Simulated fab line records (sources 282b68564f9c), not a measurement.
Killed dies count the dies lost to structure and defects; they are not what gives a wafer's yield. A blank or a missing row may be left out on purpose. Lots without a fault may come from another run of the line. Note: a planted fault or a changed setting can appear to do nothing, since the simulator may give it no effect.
Split-lot experiment || flow rit cmos || 5 lots, 23 wafers read, on a route of 202 steps

## ABOUT THE SPLIT
At RIT_REOX_OXIDATION_03 (target thk 25.2 nm, ox time 5580 s), the setting ox time s was moved away from the recipe's 5580 s on 20 of the 23 wafers read, by -4.9% to +12.0%. For the rest of the wafers, this setting stayed at what the recipe calls for.

The file shows no step between the split and the reading.

## THE READING
REOX_OXIDE_THK, in nm, at RIT_REOX_THK_MEAS_04. Typical for fault-free wafers on this fab line: 25.2 nm, with standard deviation 0.38 nm.

{"wafer": "L074.1", "tool, chamber at the split": "-, -", "ox time s as run, s": 6170, "against the recipe": "+10.6%", "REOX_OXIDE_THK, nm": 27.0, "against lot-mates on the recipe": "no lot-mate on the recipe"}
{"wafer": "L074.2", "tool, chamber at the split": "-, -", "ox time s as run, s": 6170, "against the recipe": "+10.6%", "REOX_OXIDE_THK, nm": 27.1, "against lot-mates on the recipe": "no lot-mate on the recipe"}
{"wafer": "L074.4", "tool, chamber at the split": "-, -", "ox time s as run, s": 6170, "against the recipe": "+10.6%", "REOX_OXIDE_THK, nm": 27.2, "against lot-mates on the recipe": "no lot-mate on the recipe"}
{"wafer": "L074.5", "tool, chamber at the split": "-, -", "ox time s as run, s": 6170, "against the recipe": "+10.6%", "REOX_OXIDE_THK, nm": 27.2, "against lot-mates on the recipe": "no lot-mate on the recipe"}
{"wafer": "L074.6", "tool, chamber at the split": "-, -", "ox time s as run, s": 6170, "against the recipe": "+10.6%", "REOX_OXIDE_THK, nm": 26.8, "against lot-mates on the recipe": "no lot-mate on the recipe"}
{"wafer": "L075.3", "tool, chamber at the split": "furnace-03, 0", "ox time s as run, s": 5580, "against the recipe": "recipe", "REOX_OXIDE_THK, nm": 25.4, "against lot-mates on the recipe": "-"}
{"wafer": "L075.4", "tool, chamber at the split": "furnace-03, 0", "ox time s as run, s": 5580, "against the recipe": "recipe", "REOX_OXIDE_THK, nm": 25.1, "against lot-mates on the recipe": "-"}
{"wafer": "L075.5", "tool, chamber at the split": "furnace-03, 0", "ox time s as run, s": 5580, "against the recipe": "recipe", "REOX_OXIDE_THK, nm": 25.4, "against lot-mates on the recipe": "-"}
{"wafer": "L078.1", "tool, chamber at the split": "-, -", "ox time s as run, s": 5304, "against the recipe": "-4.9%", "REOX_OXIDE_THK, nm": 24.4, "against lot-mates on the recipe": "no lot-mate on the recipe"}
{"wafer": "L078.2", "tool, chamber at the split": "-, -", "ox time s as run, s": 5304, "against the recipe": "-4.9%", "REOX_OXIDE_THK, nm": 24.3, "against lot-mates on the recipe": "no lot-mate on the recipe"}
{"wafer": "L078.3", "tool, chamber at the split": "-, -", "ox time s as run, s": 5304, "against the recipe": "-4.9%", "REOX_OXIDE_THK, nm": 24.1, "against lot-mates on the recipe": "no lot-mate on the recipe"}
{"wafer": "L078.4", "tool, chamber at the split": "-, -", "ox time s as run, s": 5304, "against the recipe": "-4.9%", "REOX_OXIDE_THK, nm": 24.4, "against lot-mates on the recipe": "no lot-mate on the recipe"}
{"wafer": "L078.5", "tool, chamber at the split": "-, -", "ox time s as run, s": 5304, "against the recipe": "-4.9%", "REOX_OXIDE_THK, nm": 24.4, "against lot-mates on the recipe": "no lot-mate on the recipe"}
{"wafer": "L079.1", "tool, chamber at the split": "-, -", "ox time s as run, s": 6249, "against the recipe": "+12.0%", "REOX_OXIDE_THK, nm": 27.5, "against lot-mates on the recipe": "no lot-mate on the recipe"}
{"wafer": "L079.2", "tool, chamber at the split": "-, -", "ox time s as run, s": 6249, "against the recipe": "+12.0%", "REOX_OXIDE_THK, nm": 27.2, "against lot-mates on the recipe": "no lot-mate on the recipe"}
{"wafer": "L079.3", "tool, chamber at the split": "-, -", "ox time s as run, s": 6249, "against the recipe": "+12.0%", "REOX_OXIDE_THK, nm": 27.1, "against lot-mates on the recipe": "no lot-mate on the recipe"}
{"wafer": "L079.4", "tool, chamber at the split": "-, -", "ox time s as run, s": 6249, "against the recipe": "+12.0%", "REOX_OXIDE_THK, nm": 26.4, "against lot-mates on the recipe": "no lot-mate on the recipe"}
{"wafer": "L079.6", "tool, chamber at the split": "-, -", "ox time s as run, s": 6249, "against the recipe": "+12.0%", "REOX_OXIDE_THK, nm": 27.3, "against lot-mates on the recipe": "no lot-mate on the recipe"}
{"wafer": "L081.1", "tool, chamber at the split": "-, -", "ox time s as run, s": 5371, "against the recipe": "-3.7%", "REOX_OXIDE_THK, nm": 25.3, "against lot-mates on the recipe": "no lot-mate on the recipe"}
{"wafer": "L081.2", "tool, chamber at the split": "-, -", "ox time s as run, s": 5371, "against the recipe": "-3.7%", "REOX_OXIDE_THK, nm": 25.3, "against lot-mates on the recipe": "no lot-mate on the recipe"}
{"wafer": "L081.3", "tool, chamber at the split": "-, -", "ox time s as run, s": 5371, "against the recipe": "-3.7%", "REOX_OXIDE_THK, nm": 25.3, "against lot-mates on the recipe": "no lot-mate on the recipe"}
{"wafer": "L081.4", "tool, chamber at the split": "-, -", "ox time s as run, s": 5371, "against the recipe": "-3.7%", "REOX_OXIDE_THK, nm": 25.1, "against lot-mates on the recipe": "no lot-mate on the recipe"}
{"wafer": "L081.5", "tool, chamber at the split": "-, -", "ox time s as run, s": 5371, "against the recipe": "-3.7%", "REOX_OXIDE_THK, nm": 24.9, "against lot-mates on the recipe": "no lot-mate on the recipe"}

THE FIT
A straight line over all 23 wafers: REOX_OXIDE_THK changes by +0.151 nm for each +1% of ox time s; r = +0.96; the points scatter about the line by 0.33 nm.
Too few moved wafers with a lot-mate on the recipe to fit a line net of each lot's own level.

## THE WHOLE CHAIN: every reading that the file lists as answering this split, in the file's order
{"step": "RIT_REOX_OXIDATION_03", "what it does": "target thk 25.2 nm, ox time 5580 s", "reading": "SiO2_of_REOX_OXIDATION_03.thk nm (the simulator's own value, which no gauge read)", "change (the file's fit)": "+0.15 nm for each +1% of the setting", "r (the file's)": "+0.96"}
{"step": "RIT_REOX_THK_MEAS_04", "what it does": "", "reading": "REOX_OXIDE_THK", "change (the file's fit)": "+0.151 for each +1% of the setting", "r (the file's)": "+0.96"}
{"step": "RIT_SPACER_CLEAN_00", "what it does": "cleans in SC1, time 600 s", "reading": "SiO2_of_REOX_OXIDATION_03.thk nm (the simulator's own value, which no gauge read)", "change (the file's fit)": "+0.138 nm for each +1% of the setting", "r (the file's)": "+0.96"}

## FILE'S OWN FIT
REOX_OXIDE_THK changes by +0.151 nm for each +1% of ox time s, r = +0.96.
